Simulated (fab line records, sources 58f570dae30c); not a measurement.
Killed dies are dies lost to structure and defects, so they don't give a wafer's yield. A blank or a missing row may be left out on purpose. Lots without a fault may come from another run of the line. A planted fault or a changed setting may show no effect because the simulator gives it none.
One fault seen from 2 desks | flow berkeley_cmos170 | each desk has only its own numbers; what lay behind them comes last

THE METROLOGY DESK
What the gauges read, lot by lot, whatever tool the lot ran on: means of the sampled wafers that have a number. A lot is out of limits, marked OUT, if its mean lies more than 4 standard deviations from the usual mean; the brackets give that distance.
Columns: A = CONTACT_OVL at UCB170_CONTACT_OVL_MEAS_16, usual 0 nm; B = V1_POLISHED_THK at UCB170_V1_THK_MEAS_04, usual 999.7 nm; C = cd_nm at UCB170_V2_CD_MEAS_12, usual 700.1 nm
lot  | first seen here | A  | B      | C
L666 | day 7 17:59     | -1 | 1000.1 | 700.3
L667 | day 7 18:07     | -3 | 999.5  | 698.6
L668 | day 8 03:02     | -2 | 998.0  | 698.7
L674 | day 8 18:58     | 0  | 999.4  | 699.3
L675 | day 8 19:25     | -2 | 1001.1 | 700.5
L673 | day 8 22:35     | 4  | 999.5  | 699.5
L677 | day 9 07:26     | -2 | 1000.2 | 697.6
L679 | day 10 11:22    | -3 | 999.7  | 700.5
L682 | day 10 12:09    | 3  | 1001.5 | 699.0
L687 | day 11 05:52    | 4  | 1000.0 | 702.1
L684 | day 11 07:35    | 4  | 998.5  | 701.0
L688 | day 11 14:22    | -5 | 1000.5 | 699.5
L689 | day 11 21:27    | 1  | 999.6  | 698.7
This desk's finding: nothing out of limits on any of the 13 lots.

THE TOOL OWNER'S DESK: rie_diel-01
The tool's own readings at UCB170_M3_ETCH_17 (etches BARC in N2/H2): means of the sampled wafers that have a number, for each lot that ran on this tool. A lot is out of limits, marked OUT, if its mean lies more than 4 standard deviations from the usual mean; the brackets give that distance.
Columns: A = drypump_motor_current_A at UCB170_M3_ETCH_17, usual 5.7 A; B = oes_product_au at UCB170_M3_ETCH_17, usual 1.010 a.u.; C = throttle_valve_pct at UCB170_M3_ETCH_17, usual 13.43 %
lot  | first seen here | A   | B                | C
L668 | day 8 23:47     | 6.3 | 1.013            | 13.32
L674 | day 9 16:47     | 6.1 | 1.027            | 13.21
L682 | day 11 07:45    | 5.0 | 0.892 (-4.4) OUT | 13.73
This desk's finding: out of limits on L682; first on L682, day 11 07:45 (oes_product_au at UCB170_M3_ETCH_17). In limits: L668, L674.

PUT TOGETHER
The tool owner's desk could have raised an alarm at day 11 07:45, on L682.
The metrology desk saw nothing out of limits.
The metrology desk has L682 on record, within its limits.
Of the lots named, all ran UCB170_M3_ETCH_17 on rie_diel-01.

WHAT THE SIMULATOR HAD PUT IN
Process parameter drift: rie_diel-01, from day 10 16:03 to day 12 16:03, at UCB170_M3_ETCH_17. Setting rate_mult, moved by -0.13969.
Lots struck among those shown: L682.
Hours from the fault's start to each desk's first reading out of limits: the tool owner's desk, 16.
